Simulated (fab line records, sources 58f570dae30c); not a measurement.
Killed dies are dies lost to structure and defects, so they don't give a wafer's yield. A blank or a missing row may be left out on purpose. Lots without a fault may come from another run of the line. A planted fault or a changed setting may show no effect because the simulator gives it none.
fab line records | flow berkeley_cmos170
record lots=5 wafers=15 last_day=11
route steps=331 shown M2@273 V2@292 M3@309
lots that met no fault: from a run of the same line without faults
start_h: hours from the record's first day to the start of the lot's first wafer shown | wait_h: hours since the lot's step before | " the same as in the row above | L1.1+2: a row that stands for several wafers | - no value, or no start given | * or withheld: withheld | < > ~ a bound
route shown NAME@n: a module of which the file shows steps, and the number in the route of the first | usual: mean/standard deviation of fault-free wafers | same: alike in all rows | chamber/n: place in a boat | sites: the reading at each site | _std_site: their standard deviation | _edge_site: outer sites' mean less inner sites' | radius_mm: how far each site lies from the wafer's centre | mask NAME#n: copy n | behind: the tool/chamber that last shaped the wafer | hold: why the lot was held/for how many hours/how that ended | device: the transistor (n, p or np) that didn't switch | end of line: the same wafers' tests at the end of the route | a step without rows: its recipe alone | killed: dies lost to structure and defects at the first sort, not the wafer's yield | map: a wafer's dies, x killed, . not, _ none there
set.NAME: the setting as run; set.NAME@STEP: as run at that earlier step | model.NAME: the simulator's own value behind a step, which no gauge read
lots at some steps of the route; a table a step, a row a wafer
services: from which hour (start_h, from the record's first day; less than 0 if before it) a tool's chamber was out of use, for how many hours, and why
## steps
# step UCB170_M2_RS_MEAS_02
# recipe thk_meas_gauge=four-point-probe reads=Al_of_M2_SPUTTER_01
# usual M2_AL_RS=0.0321/0.00037
# columns lot.wafer tool chamber start_h wait_h M2_AL_RS[ohm/sq]
L077.3 film_metro-01 - 189.39 0.1 0.0322
L077.5 " - " " 0.0321
L077.6 " - " " 0.0320
L076.2 film_metro-01 - 191.72 0.1 0.0315
L076.3 " - " " 0.0320
L076.6 " - " " 0.0319
L080.3 film_metro-04 - 206.72 0.1 0.0317
L080.4 " - " " 0.0321
L080.5 " - " " 0.0322
L081.2 film_metro-04 - 214.91 0.1 0.0318
L081.3 " - " " 0.0319
L081.5 " - " " 0.0321
L088.1 film_metro-04 - 247.16 0.0 0.0323
L088.2 " - " " 0.0323
L088.6 " - " " 0.0323
# step UCB170_M2_THK_MEAS_03
# recipe thk_meas_gauge=xrf reads=Al_of_M2_SPUTTER_01
# usual M2_AL_THK=906/11
# columns lot.wafer tool chamber start_h wait_h M2_AL_THK[nm]
L077.3 film_metro-01 - 189.49 0.1 898
L077.5 " - " " 906
L077.6 " - " " 907
L076.2 film_metro-01 - 191.83 0.1 924
L076.3 " - " " 908
L076.6 " - " " 910
L080.3 film_metro-04 - 206.82 0.1 912
L080.4 " - " " 907
L080.5 " - " " 900
L081.2 film_metro-04 - 215.02 0.1 903
L081.3 " - " " 909
L081.5 " - " " 904
L088.1 film_metro-04 - 247.28 0.1 901
L088.2 " - " " 906
L088.6 " - " " 899
# step UCB170_M2_HMDS_04
# recipe prime_time_s=60 prime_temp_c=100
# usual prime_temp_c=100.02/0.12
# columns lot.wafer tool chamber start_h wait_h prime_temp_c
L077.3 litho_track-02 0 189.72 0.2 100.27
L077.5 " 0 " " 100.22
L077.6 " 0 " " 100.03
L076.2 litho_track-02 0 192.17 0.3 100.09
L076.3 " 0 " " 100.15
L076.6 " 0 " " 100.23
L080.3 litho_track-02 0 207.02 0.2 99.87
L080.4 " 0 " " 100.03
L080.5 " 0 " " 100.00
L081.2 litho_track-03 0 215.10 0.1 100.09
L081.3 " 0 " " 99.86
L081.5 " 0 " " 100.00
L088.1 litho_track-02 0 247.50 0.2 100.09
L088.2 " 0 " " 99.98
L088.6 " 0 " " 100.07
# step UCB170_M2_COAT_05
# recipe resist=KrF spin_rpm=1500 resist_thk_nm=900
# columns lot.wafer tool chamber start_h wait_h
L077.3+5+6 litho_track-02 0 189.87 0.1
L076.2+3+6 litho_track-02 0 192.32 0.1
L080.3+4+5 litho_track-02 0 207.17 0.1
L081.2+3+5 litho_track-03 0 215.25 0.1
L088.1+2+6 litho_track-02 0 247.65 0.1
# step UCB170_M2_SOFTBAKE_06
# recipe resist=KrF temp_c=130 time_s=60
# columns lot.wafer tool chamber start_h wait_h
L077.3+5+6 litho_track-02 0 190.02 0.1
L076.2+3+6 litho_track-02 0 192.47 0.1
L080.3+4+5 litho_track-02 0 207.32 0.1
L081.2+3+5 litho_track-03 0 215.40 0.1
L088.1+2+6 litho_track-02 0 247.80 0.1
# step UCB170_M2_STRIP_07
# recipe chemistry=O2 power_w=400 pressure_mtorr=3500 platen_temp_c=withheld o2_flow_sccm=400 overash_fraction=0.5
# usual drypump_motor_current_A=5.8/0.35 oes_product_au=0.735/0.0046 strip_time_to_endpoint_s=21.98/0.066
# same overash_fraction=0.5
# columns lot.wafer tool chamber start_h wait_h drypump_motor_current_A oes_product_au rf_hours_counter_h strip_time_to_endpoint_s
L077.3 plasma_asher-02 1 190.15 0.1 5.7 0.742 - 21.90
L077.5 " 0 " " 6.4 0.734 - 21.84
L077.6 " 1 " " 5.7 0.734 - 21.86
L076.2 plasma_asher-04 0 192.60 0.1 5.6 0.726 45 22.12
L076.3 " 0 " " 5.6 0.732 - 22.11
L076.6 " 0 " " 5.7 0.730 - 22.09
L080.3 plasma_asher-04 0 207.45 0.1 5.6 0.736 - 21.92
L080.4 " 1 " " 6.0 0.737 - 22.02
L080.5 " 1 " " 6.1 0.737 - 21.90
L081.2 plasma_asher-01 1 215.52 0.1 5.4 0.737 49 21.96
L081.3 " 1 " " 5.3 0.744 - 21.94
L081.5 " 0 " " 6.0 0.733 - 21.98
L088.1 plasma_asher-01 0 247.95 0.1 6.1 0.735 52 22.06
L088.2 " 1 " " 5.3 0.738 52 22.01
L088.6 " 0 " " 6.0 0.726 - 21.97
# step UCB170_M2_STRIP_08
# recipe chemistry=DMSO temp_c=80 time_s=600 material=KrF
# columns lot.wafer tool chamber start_h wait_h
L077.3+5+6 wet_bench-04 2 190.22 0.0
L076.2+3+6 wet_bench-01 3 192.70 0.1
L080.3+4+5 wet_bench-04 3 207.52 0.0
L081.2+3+5 wet_bench-04 1 215.62 0.1
L088.1+2+6 wet_bench-04 1 248.05 0.1
# step UCB170_M2_COAT_09
# recipe resist=BARC temp_c=withheld time_s=withheld spin_rpm=3000 resist_thk_nm=withheld
# columns lot.wafer tool chamber start_h wait_h
L077.3+5+6 litho_track-01 0 190.44 0.1
L076.2+3+6 litho_track-02 0 192.94 0.1
L080.3+4+5 litho_track-01 0 207.74 0.1
L081.2+3+5 litho_track-03 0 216.27 0.5
L088.1+2+6 litho_track-02 0 248.59 0.4
# step UCB170_M2_COAT_10
# recipe resist=KrF spin_rpm=1500 resist_thk_nm=900
# columns lot.wafer tool chamber start_h wait_h
L077.3+5+6 litho_track-01 0 - -
L076.2+3+6 litho_track-02 0 - -
L080.3+4+5 litho_track-01 0 - -
L081.2+3+5 litho_track-03 0 - -
L088.1+2+6 litho_track-02 0 - -
# step UCB170_M2_SOFTBAKE_11
# recipe resist=KrF temp_c=130 time_s=60
# columns lot.wafer tool chamber start_h wait_h
L077.3+5+6 litho_track-01 0 - -
L076.2+3+6 litho_track-02 0 - -
L080.3+4+5 litho_track-01 0 - -
L081.2+3+5 litho_track-03 0 - -
L088.1+2+6 litho_track-02 0 - -
# step UCB170_M2_EXPOSE_12
# recipe mask_id=METAL2 target_cd_nm=700 na=0.5 sigma_outer=0.6 source_shape=conventional dose_mj=26
# usual exposure_dose_mJ_cm2=25.224/0.024
# columns lot.wafer tool chamber start_h wait_h mask exposure_dose_mJ_cm2
L077.3 krf_scanner-01 0 191.01 - METAL2#0 25.221
L077.5 " 0 " " METAL2#0 25.223
L077.6 " 0 " " METAL2#0 25.221
L076.2 krf_scanner-01 0 193.38 - METAL2#0 25.215
L076.3 " 0 " " METAL2#0 25.227
L076.6 " 0 " " METAL2#0 25.251
L080.3 krf_scanner-02 0 208.31 - METAL2#0 25.206
L080.4 " 0 " " METAL2#0 25.221
L080.5 " 0 " " METAL2#0 25.227
L081.2 krf_scanner-01 0 216.84 - METAL2#0 25.188
L081.3 " 0 " " METAL2#0 25.219
L081.5 " 0 " " METAL2#0 25.186
L088.1 krf_scanner-01 0 249.04 - METAL2#0 25.217
L088.2 " 0 " " METAL2#0 25.233
L088.6 " 0 " " METAL2#0 25.237
# step UCB170_M2_PEB_13
# recipe peb_temp_c=130.8 peb_time_s=withheld resist=KrF
# columns lot.wafer tool chamber start_h wait_h
L077.3+5+6 litho_track-03 0 191.57 0.5
L076.2+3+6 litho_track-03 0 193.51 0.1
L080.3+4+5 litho_track-02 0 208.43 0.1
L081.2+3+5 litho_track-02 0 216.96 0.1
L088.1+2+6 litho_track-01 0 249.53 0.5
# step UCB170_M2_DEVELOP_14
# recipe developer=TMAH develop_time_s=45 resist=KrF dev_temp_c=21
# columns lot.wafer tool chamber start_h wait_h
L077.3+5+6 litho_track-03 0 - -
L076.2+3+6 litho_track-03 0 - -
L080.3+4+5 litho_track-02 0 - -
L081.2+3+5 litho_track-02 0 - -
L088.1+2+6 litho_track-01 0 - -
# step UCB170_M2_CD_MEAS_15
# recipe target_cd_nm=700
# usual cd_nm=699.8/1.4
# columns lot.wafer tool chamber start_h wait_h cd_nm
L077.3 cd_sem-01 - 191.84 - 700.5
L077.5 " - " " 700.6
L077.6 " - " " 700.4
L076.2 cd_sem-02 - 193.78 - 699.4
L076.3 " - " " 699.2
L076.6 " - " " 698.5
L080.3 cd_sem-01 - 208.70 - 701.5
L080.4 " - " " 701.3
L080.5 " - " " 700.5
L081.2 cd_sem-02 - 217.23 - 701.9
L081.3 " - " " 700.0
L081.5 " - " " 701.9
L088.1 cd_sem-01 - 249.80 - 698.6
L088.2 " - " " 698.8
L088.6 " - " " 697.8
# step UCB170_M2_OVL_MEAS_16
# usual M2_OVL=1/5.7
# columns lot.wafer tool chamber start_h wait_h M2_OVL[nm]
L077.3 overlay-02 - 191.93 0.1 -5
L077.5 " - " " 3
L077.6 " - " " 2
L076.2 overlay-01 - 193.88 0.1 12
L076.3 " - " " 6
L076.6 " - " " 5
L080.3 overlay-02 - 208.79 0.1 -13
L080.4 " - " " -4
L080.5 " - " " -11
L081.2 overlay-02 - 217.34 0.1 2
L081.3 " - " " 6
L081.5 " - " " 3
L088.1 overlay-01 - 249.92 0.1 15
L088.2 " - " " 8
L088.6 " - " " -3
# step UCB170_M2_ETCH_17
# recipe chemistry=N2/H2 target_depth_a=withheld overetch_a=withheld target=BARC time_s=withheld source_w=500 bias_w=100 pressure_mtorr=30 n2_flow_sccm=100 h2_flow_sccm=200
# usual drypump_motor_current_A=5.7/0.66 oes_product_au=0.996/0.013 throttle_valve_pct=13.21/0.15
# columns lot.wafer tool chamber start_h wait_h drypump_motor_current_A oes_product_au throttle_valve_pct
L077.3 rie_diel-04 1 191.95 0.0 5.4 1.011 13.39
L077.5 " 2 " " 6.5 1.016 13.16
L077.6 " 1 " " 5.4 1.004 13.38
L076.2 rie_diel-02 1 193.91 0.0 6.5 0.995 13.10
L076.3 " 0 " " 6.2 1.016 13.13
L076.6 " 0 " " 6.2 1.007 13.13
L080.3 rie_diel-01 2 208.82 0.0 5.5 0.984 13.11
L080.4 " 0 " " 6.4 1.032 12.95
L080.5 " 3 " " 4.9 0.983 13.39
L081.2 rie_diel-04 1 217.37 0.0 5.4 1.006 13.38
L081.3 " 2 " " 6.5 1.024 13.16
L081.5 " 1 " " 5.4 1.018 13.40
L088.1 rie_diel-02 2 249.96 0.0 4.8 0.990 13.41
L088.2 " 1 " " 6.5 0.985 13.10
L088.6 " 1 " " 6.4 0.981 13.12
# step UCB170_M2_METAL_ETCH_18
# recipe chemistry=Cl2/BCl3 target=Al stop_on=SiO2 pressure_mtorr=12 target_depth_a=11700 over_etch_frac=0.3 time_s=195 icp_w=600 bias_w=120 Cl2_flow_sccm=90 bcl3_flow_sccm=45
# usual drypump_motor_current_A=5.4/0.47 oes_product_au=0.855/0.01 throttle_valve_pct=24.53/0.074
# columns lot.wafer tool chamber start_h wait_h drypump_motor_current_A oes_product_au rf_hours_counter_h throttle_valve_pct
L077.3 rie_metal-02 1 192.06 - 5.8 0.847 - 24.61
L077.5 " 0 " " 6.1 0.861 - 24.42
L077.6 " 1 " " 5.8 0.843 - 24.59
L076.2 rie_metal-01 1 193.95 - 4.9 0.848 8 24.51
L076.3 " 1 " " 4.9 0.855 - 24.51
L076.6 " 1 " " 4.9 0.853 - 24.52
L080.3 rie_metal-02 0 208.92 - 6.1 0.877 - 24.44
L080.4 " 1 " " 5.8 0.846 - 24.58
L080.5 " 1 " " 5.8 0.843 - 24.60
L081.2 rie_metal-03 0 217.41 - 4.9 0.877 3 24.65
L081.3 " 0 " " 4.9 0.878 - 24.66
L081.5 " 1 " " 5.7 0.854 - 24.60
L088.1 rie_metal-01 1 250.00 - 4.9 0.848 10 24.50
L088.2 " 0 " " 5.0 0.854 12 24.46
L088.6 " 0 " " 5.0 0.850 - 24.48
# step UCB170_M2_STRIP_19
# recipe chemistry=O2 power_w=400 pressure_mtorr=3500 platen_temp_c=withheld o2_flow_sccm=400 overash_fraction=0.5
# usual drypump_motor_current_A=5.9/0.32 oes_product_au=0.552/0.016
# same overash_fraction=0.5
# columns lot.wafer tool chamber start_h wait_h drypump_motor_current_A oes_product_au rf_hours_counter_h
L077.3 plasma_asher-04 0 192.22 0.1 5.7 0.562 -
L077.5 " 1 " " 6.1 0.586 -
L077.6 " 0 " " 5.6 0.564 -
L076.2 plasma_asher-04 0 194.14 0.1 5.6 0.525 45
L076.3 " 1 " " 6.1 0.527 -
L076.6 " 1 " " 6.1 0.527 -
L080.3 plasma_asher-02 0 209.08 0.1 6.3 0.589 -
L080.4 " 1 " " 5.7 0.556 -
L080.5 " 1 " " 5.7 0.560 -
L081.2 plasma_asher-02 1 217.60 0.1 5.7 0.545 45
L081.3 " 1 " " 5.7 0.533 -
L081.5 " 1 " " 5.7 0.572 -
L088.1 plasma_asher-04 0 250.19 0.1 5.7 0.540 51
L088.2 " 1 " " 6.0 0.566 51
L088.6 " 0 " " 5.6 0.562 -
# step UCB170_M2_CD_MEAS_90
# recipe target_cd_nm=700
# usual cd_nm=700/3.8
# columns lot.wafer tool chamber start_h wait_h cd_nm
L077.3 cd_sem-02 - 192.32 0.1 698
L077.5 " - " " 701
L077.6 " - " " 697
L076.2 cd_sem-01 - 194.26 0.1 697
L076.3 " - " " 697
L076.6 " - " " 696
L080.3 cd_sem-02 - 209.19 0.1 702
L080.4 " - " " 696
L080.5 " - " " 693
L081.2 cd_sem-02 - 217.72 0.1 703
L081.3 " - " " 699
L081.5 " - " " 703
L088.1 cd_sem-01 - 250.29 0.1 698
L088.2 " - " " 703
L088.6 " - " " 701
# step UCB170_V2_CVD_00
# recipe material=SiO2 target_thk_nm=2000 temp_c=390 precursor=TEOS/O2 time_s=250 rf_w=550 pressure_mtorr=9000
# usual heater_power_w=276/62 susceptor_temp_C=389.97/0.23
# columns lot.wafer tool chamber start_h wait_h heater_power_w susceptor_temp_C
L077.3 pecvd-01 0 192.40 0.1 236 389.87
L077.5 " 1 " " 255 389.61
L077.6 " 2 " " 230 389.79
L076.2 pecvd-02 1 194.36 0.1 342 389.66
L076.3 " 0 " " 325 390.08
L076.6 " 2 " " 161 389.87
L080.3 pecvd-01 1 209.27 0.1 352 390.19
L080.4 " 0 " " 320 389.98
L080.5 " 2 " " 307 389.87
L081.2 pecvd-02 2 217.82 0.1 243 390.34
L081.3 " 1 " " 348 390.32
L081.5 " 0 " " 235 390.30
L088.1 pecvd-03 2 250.41 0.1 241 389.91
L088.2 " 0 " " 224 390.24
L088.6 " 2 " " 296 390.55
# step UCB170_V2_THK_MEAS_01
# recipe reads=SiO2_of_V2_CVD_00
# usual V2_TEOS_THK=2001/24
# columns lot.wafer tool chamber start_h wait_h V2_TEOS_THK[nm]
L077.3 film_metro-04 - 192.58 0.1 2015
L077.5 " - " " 2029
L077.6 " - " " 1994
L076.2 film_metro-02 - 194.53 0.1 1999
L076.3 " - " " 1979
L076.6 " - " " 1997
L080.3 film_metro-04 - 209.44 0.1 1982
L080.4 " - " " 2026
L080.5 " - " " 2015
L081.2 film_metro-03 - 217.98 0.1 1985
L081.3 " - " " 2015
L081.5 " - " " 1987
L088.1 film_metro-02 - 250.56 0.1 2014
L088.2 " - " " 1989
L088.6 " - " " 2046
# step UCB170_V2_CMP_02
# recipe material=SiO2 down_force_psi=6 platen_rpm=60 pad_velocity_m_s=0.75398
# usual motor_current_A=17.4/1.9 platen_rpm=60.00/0.04
# columns lot.wafer tool chamber start_h wait_h motor_current_A platen_rpm
L077.3 cmp-01 2 192.67 0.1 17.5 59.96
L077.5 " 1 " " 16.6 60.07
L077.6 " 2 " " 18.1 60.02
L076.2 cmp-01 2 194.58 0.0 17.5 60.04
L076.3 " 0 " " 20.6 60.00
L076.6 " 3 " " 15.0 60.08
L080.4 cmp-01 1 209.53 0.1 16.1 60.06
L080.3 " 2 " " 18.3 60.01
L080.5 " 1 " " 16.3 60.01
L081.2 cmp-01 2 218.13 0.1 18.1 60.01
L081.3 " 3 " " 14.6 59.96
L081.5 " 0 " " 21.1 60.04
L088.1 cmp-02 3 250.67 0.1 15.1 59.96
L088.2 " 1 " " 18.0 60.02
L088.6 " 3 " " 15.4 59.93
# step UCB170_V2_BOW_MEAS_03
# recipe mode=bow
# usual V2_BOW=38/6.4
# columns lot.wafer tool chamber start_h wait_h V2_BOW[um]
L077.3 film_metro-04 - 192.96 0.2 25
L077.5 " - " " 32
L077.6 " - " " 34
L076.2 film_metro-03 - 194.90 0.3 33
L076.3 " - " " 38
L076.6 " - " " 38
L080.3 film_metro-03 - 209.82 0.2 40
L080.4 " - " " 40
L080.5 " - " " 33
L081.2 film_metro-02 - 218.35 0.2 38
L081.3 " - " " 45
L081.5 " - " " 36
L088.1 film_metro-02 - 250.92 0.2 32
L088.2 " - " " 39
L088.6 " - " " 37
# step UCB170_V2_THK_MEAS_04
# recipe reads=SiO2_of_V2_CVD_00
# usual V2_POLISHED_THK=1000.0/1.2
# columns lot.wafer tool chamber start_h wait_h V2_POLISHED_THK[nm]
L077.3 film_metro-04 - 193.06 0.1 998.4
L077.5 " - " " 998.7
L077.6 " - " " 1000.3
L076.2 film_metro-03 - 195.01 0.1 999.1
L076.3 " - " " 998.6
L076.6 " - " " 1000.5
L080.3 film_metro-03 - 209.92 0.1 999.7
L080.4 " - " " 999.4
L080.5 " - " " 1001.7
L081.2 film_metro-02 - 218.46 0.1 999.6
L081.3 " - " " 999.0
L081.5 " - " " 1000.4
L088.1 film_metro-02 - 251.04 0.1 998.8
L088.2 " - " " 1000.4
L088.6 " - " " 999.4
# step UCB170_V2_CLEAN_05
# recipe chemistry=DIW
# columns lot.wafer tool chamber start_h wait_h
L077.3+5+6 wet_bench-02 3 193.10 0.0
L076.2+3+6 wet_bench-02 1 195.06 0.0
L080.3+4+5 wet_bench-02 1 209.96 0.0
L081.2+3+5 wet_bench-04 3 218.51 0.0
L088.1+2+6 wet_bench-04 3 251.28 0.2
# step UCB170_V2_HMDS_06
# recipe prime_time_s=60 prime_temp_c=100
# usual prime_temp_c=100.01/0.13
# columns lot.wafer tool chamber start_h wait_h prime_temp_c
L077.3 litho_track-04 0 193.32 0.1 99.82
L077.5 " 0 " " 99.92
L077.6 " 0 " " 99.88
L076.2 litho_track-01 0 195.55 0.3 100.03
L076.3 " 0 " " 99.79
L076.6 " 0 " " 100.10
L080.3 litho_track-04 0 210.19 0.1 99.75
L080.4 " 0 " " 99.89
L080.5 " 0 " " 99.87
L081.2 litho_track-04 0 218.73 0.0 100.00
L081.3 " 0 " " 100.13
L081.5 " 0 " " 100.15
L088.1 litho_track-03 0 251.46 0.0 99.86
L088.2 " 0 " " 100.15
L088.6 " 0 " " 99.95
# step UCB170_V2_COAT_07
# recipe resist=KrF spin_rpm=1500 resist_thk_nm=900
# columns lot.wafer tool chamber start_h wait_h
L077.3+5+6 litho_track-04 0 193.47 0.1
L076.2+3+6 litho_track-01 0 195.70 0.1
L080.3+4+5 litho_track-04 0 210.34 0.1
L081.2+3+5 litho_track-04 0 218.88 0.1
L088.1+2+6 litho_track-03 0 251.61 0.1
# step UCB170_V2_SOFTBAKE_08
# recipe resist=KrF temp_c=130 time_s=60
# columns lot.wafer tool chamber start_h wait_h
L077.3+5+6 litho_track-04 0 193.62 0.1
L076.2+3+6 litho_track-01 0 195.85 0.1
L080.3+4+5 litho_track-04 0 210.49 0.1
L081.2+3+5 litho_track-04 0 219.03 0.1
L088.1+2+6 litho_track-03 0 251.76 0.1
# step UCB170_V2_EXPOSE_09
# recipe mask_id=VIA2 target_cd_nm=700 na=0.5 sigma_outer=0.6 source_shape=conventional dose_mj=37
# usual exposure_dose_mJ_cm2=36.93/0.039
# columns lot.wafer tool chamber start_h wait_h mask exposure_dose_mJ_cm2
L077.3 krf_scanner-01 0 193.76 0.1 VIA2#0 36.90
L077.5 " 0 " " VIA2#0 36.94
L077.6 " 0 " " VIA2#0 36.92
L076.2 krf_scanner-01 0 195.99 0.1 VIA2#0 36.92
L076.3 " 0 " " VIA2#0 36.91
L076.6 " 0 " " VIA2#0 36.93
L080.3 krf_scanner-01 0 210.62 0.1 VIA2#0 36.94
L080.4 " 0 " " VIA2#0 36.99
L080.5 " 0 " " VIA2#0 36.98
L081.2 krf_scanner-02 0 219.30 0.2 VIA2#0 36.94
L081.3 " 0 " " VIA2#0 36.98
L081.5 " 0 " " VIA2#0 36.93
L088.1 krf_scanner-02 0 251.91 0.1 VIA2#0 36.94
L088.2 " 0 " " VIA2#0 36.90
L088.6 " 0 " " VIA2#0 37.01
# step UCB170_V2_PEB_10
# recipe peb_temp_c=130 peb_time_s=withheld resist=KrF
# columns lot.wafer tool chamber start_h wait_h
L077.3+5+6 litho_track-01 0 194.12 0.3
L076.2+3+6 litho_track-01 0 196.11 0.1
L080.3+4+5 litho_track-01 0 210.75 0.1
L081.2+3+5 litho_track-01 0 219.50 0.2
L088.1+2+6 litho_track-04 0 252.33 0.4
# step UCB170_V2_DEVELOP_11
# recipe developer=TMAH develop_time_s=45 resist=KrF dev_temp_c=20.34
# columns lot.wafer tool chamber start_h wait_h
L077.3+5+6 litho_track-01 0 - -
L076.2+3+6 litho_track-01 0 - -
L080.3+4+5 litho_track-01 0 - -
L081.2+3+5 litho_track-01 0 - -
L088.1+2+6 litho_track-04 0 - -
# step UCB170_V2_CD_MEAS_12
# recipe target_cd_nm=700
# usual cd_nm=699.9/1.3
# columns lot.wafer tool chamber start_h wait_h cd_nm
L077.3 cd_sem-02 - 194.39 - 700.0
L077.5 " - " " 700.4
L077.6 " - " " 700.5
L076.2 cd_sem-01 - 196.38 - 700.0
L076.3 " - " " 699.9
L076.6 " - " " 700.4
L080.3 cd_sem-01 - 211.02 - 701.1
L080.4 " - " " 699.8
L080.5 " - " " 699.4
L081.2 cd_sem-02 - 219.82 - 698.3
L081.3 " - " " 697.8
L081.5 " - " " 697.2
L088.1 cd_sem-01 - 252.61 - 700.5
L088.2 " - " " 700.8
L088.6 " - " " 701.6
# step UCB170_V2_OVL_MEAS_13
# usual V2_OVL=8/5.6
# columns lot.wafer tool chamber start_h wait_h V2_OVL[nm]
L077.3 overlay-02 - 194.48 0.1 8
L077.5 " - " " 13
L077.6 " - " " 15
L076.2 overlay-02 - 196.49 0.1 5
L076.3 " - " " 9
L076.6 " - " " 1
L080.3 overlay-02 - 211.11 0.1 12
L080.4 " - " " 0
L080.5 " - " " 11
L081.2 overlay-01 - 219.93 0.1 1
L081.3 " - " " 8
L081.5 " - " " 7
L088.1 overlay-01 - 252.73 0.1 7
L088.2 " - " " 6
L088.6 " - " " 5
# step UCB170_V2_ETCH_14
# recipe chemistry=CHF3/CF4/Ar target=SiO2 stop_on=Al CHF3_flow_sccm=45 cf4_flow_sccm=15 Ar_flow_sccm=150 pressure_mtorr=200 rf_w=710 target_depth_a=12500 over_etch_frac=0.25 time_s=291
# usual drypump_motor_current_A=5.8/0.64 oes_product_au=0.867/0.012 throttle_valve_pct=6.93/0.11
# columns lot.wafer tool chamber start_h wait_h drypump_motor_current_A oes_product_au rf_hours_counter_h throttle_valve_pct
L077.3 rie_diel-04 3 194.50 0.0 5.1 0.882 88 6.88
L077.5 " 2 " " 6.5 0.865 - 6.82
L077.6 " 3 " " 5.1 0.887 - 6.85
L076.2 rie_diel-03 0 196.52 0.0 5.5 0.843 92 6.93
L076.3 " 2 " " 5.4 0.864 64 7.12
L076.6 " 0 " " 5.4 0.846 - 6.91
L080.3 rie_diel-03 2 211.13 0.0 5.4 0.869 65 7.13
L080.4 " 1 " " 5.3 0.870 - 6.80
L080.5 " 0 " " 5.4 0.852 - 6.92
L081.2 rie_diel-03 1 219.96 0.0 5.3 0.868 1 6.80
L081.3 " 3 " " 6.8 0.879 6 6.99
L081.5 " 0 " " 5.4 0.843 - 6.92
L088.1 rie_diel-02 0 252.76 0.0 6.2 0.878 37 6.82
L088.2 " 2 " " 4.7 0.883 2 7.05
L088.6 " 2 " " 4.7 0.874 - 7.05
# step UCB170_V2_STRIP_15
# recipe chemistry=O2 power_w=400 pressure_mtorr=3500 platen_temp_c=withheld o2_flow_sccm=400 overash_fraction=0.5
# usual drypump_motor_current_A=5.71/0.25 oes_product_au=0.722/0.0046 strip_time_to_endpoint_s=15.33/0.12
# same overash_fraction=0.5
# columns lot.wafer tool chamber start_h wait_h drypump_motor_current_A oes_product_au rf_hours_counter_h strip_time_to_endpoint_s
L077.3 plasma_asher-03 0 194.72 0.1 5.62 0.722 - 15.28
L077.5 " 1 " " 5.57 0.724 - 15.28
L077.6 " 0 " " 5.61 0.724 - 15.37
L076.2 plasma_asher-01 1 196.70 0.1 5.32 0.720 47 15.49
L076.3 " 0 " " 6.04 0.726 - 15.41
L076.6 " 1 " " 5.31 0.721 - 15.44
L080.3 plasma_asher-04 1 211.35 0.1 6.06 0.721 - 15.45
L080.4 " 0 " " 5.64 0.721 - 15.69
L080.5 " 0 " " 5.65 0.717 - 15.47
L081.2 plasma_asher-01 0 220.14 0.1 6.03 0.721 49 15.58
L081.3 " 1 " " 5.30 0.728 - 15.23
L081.5 " 0 " " 6.05 0.724 - 15.36
L088.1 plasma_asher-01 1 252.94 0.1 5.34 0.715 53 15.41
L088.2 " 0 " " 6.02 0.722 53 15.46
L088.6 " 1 " " 5.32 0.725 - 15.31
# step UCB170_V2_CD_MEAS_90
# recipe target_cd_nm=700
# usual cd_nm=700.2/1.4
# columns lot.wafer tool chamber start_h wait_h cd_nm
L077.3 cd_sem-01 - 194.82 0.1 700.7
L077.5 " - " " 700.8
L077.6 " - " " 700.8
L076.2 cd_sem-01 - 196.82 0.1 700.5
L076.3 " - " " 699.7
L076.6 " - " " 700.3
L080.3 cd_sem-01 - 211.45 0.1 700.1
L080.4 " - " " 698.6
L080.5 " - " " 699.5
L081.2 cd_sem-02 - 222.52 2.3 698.3
L081.3 " - " " 698.7
L081.5 " - " " 697.9
L088.1 cd_sem-02 - 253.04 0.1 700.2
L088.2 " - " " 701.8
L088.6 " - " " 702.1
# step UCB170_M3_PRE_CLEAN_00
# recipe gas=Ar preclean_etch_time_s=60
# same preclean_etch_time_s=60
# columns lot.wafer tool chamber start_h wait_h
L077.3+5+6 pvd_sputter-04 - 194.90 0.1
L076.2+3+6 pvd_sputter-01 - 196.92 0.1
L080.3+4+5 pvd_sputter-04 - 211.53 0.1
L081.2+3+5 pvd_sputter-01 - 222.62 0.1
L088.1+2+6 pvd_sputter-01 - 253.16 0.1
# step UCB170_M3_SPUTTER_01
# recipe material=Al target_thk_nm=900 time_s=120 power_w=6000 chamber_pressure_pa=0.5
# usual throttle_valve_pct=30.3/0.83
# columns lot.wafer tool chamber start_h wait_h throttle_valve_pct
L077.3 pvd_sputter-04 - 194.97 0.0 30.1
L077.5 " - " " 30.7
L077.6 " - " " 30.4
L076.2 pvd_sputter-01 - 196.99 0.0 31.7
L076.3 " - " " 29.9
L076.6 " - " " 29.9
L080.3 pvd_sputter-04 - 211.60 0.0 29.8
L080.4 " - " " 30.7
L080.5 " - " " 30.1
L081.2 pvd_sputter-01 - 222.68 0.0 30.6
L081.3 " - " " 31.6
L081.5 " - " " 31.5
L088.1 pvd_sputter-01 - 253.23 0.0 30.8
L088.2 " - " " 30.0
L088.6 " - " " 30.0
# step UCB170_M3_RS_MEAS_02
# recipe thk_meas_gauge=four-point-probe reads=Al_of_M3_SPUTTER_01
# usual M3_AL_RS=0.0321/0.00039
# columns lot.wafer tool chamber start_h wait_h M3_AL_RS[ohm/sq]
L077.3 film_metro-01 - 195.09 0.1 0.0323
L077.5 " - " " 0.0323
L077.6 " - " " 0.0322
L076.2 film_metro-03 - 197.09 0.1 0.0320
L076.3 " - " " 0.0325
L076.6 " - " " 0.0322
L080.3 film_metro-01 - 211.72 0.1 0.0320
L080.4 " - " " 0.0315
L080.5 " - " " 0.0316
L081.2 film_metro-01 - 222.79 0.1 0.0323
L081.3 " - " " 0.0321
L081.5 " - " " 0.0321
L088.1 film_metro-01 - 253.31 0.0 0.0314
L088.2 " - " " 0.0314
L088.6 " - " " 0.0312
## services
# columns tool chamber start_h hours kind
rie_metal-02 1 171.40 8.6 repair
cmp-02 - 171.97 4.9 pm
rie_diel-02 - 172.64 2.8 pm
rie_diel-04 1 174.25 3.1 repair
rie_diel-03 3 176.36 1.4 repair
krf_scanner-02 - 191.44 1.3 pm
krf_scanner-02 - 193.55 0.5 repair
rie_diel-04 - 195.02 15.6 pm
pecvd-01 - 201.35 1.5 repair
rie_diel-03 3 204.51 9.3 repair
rie_diel-02 1 207.48 3.6 repair
cmp-01 - 210.97 5.5 pm
pvd_sputter-04 - 215.86 26.4 repair
plasma_asher-02 - 220.74 6.0 repair
rie_diel-04 0 222.63 2.7 repair
cmp-02 - 225.21 0.7 repair
krf_scanner-01 - 226.99 0.8 pm
krf_scanner-01 - 228.66 1.3 pm
rie_metal-02 1 229.13 1.9 repair
cmp-01 - 232.00 4.0 pm
pecvd-02 - 242.50 14.0 pm
rie_diel-04 1 243.02 8.8 repair
rie_diel-04 0 247.68 3.8 repair
cmp-01 - 251.24 4.2 repair
## key
fault none
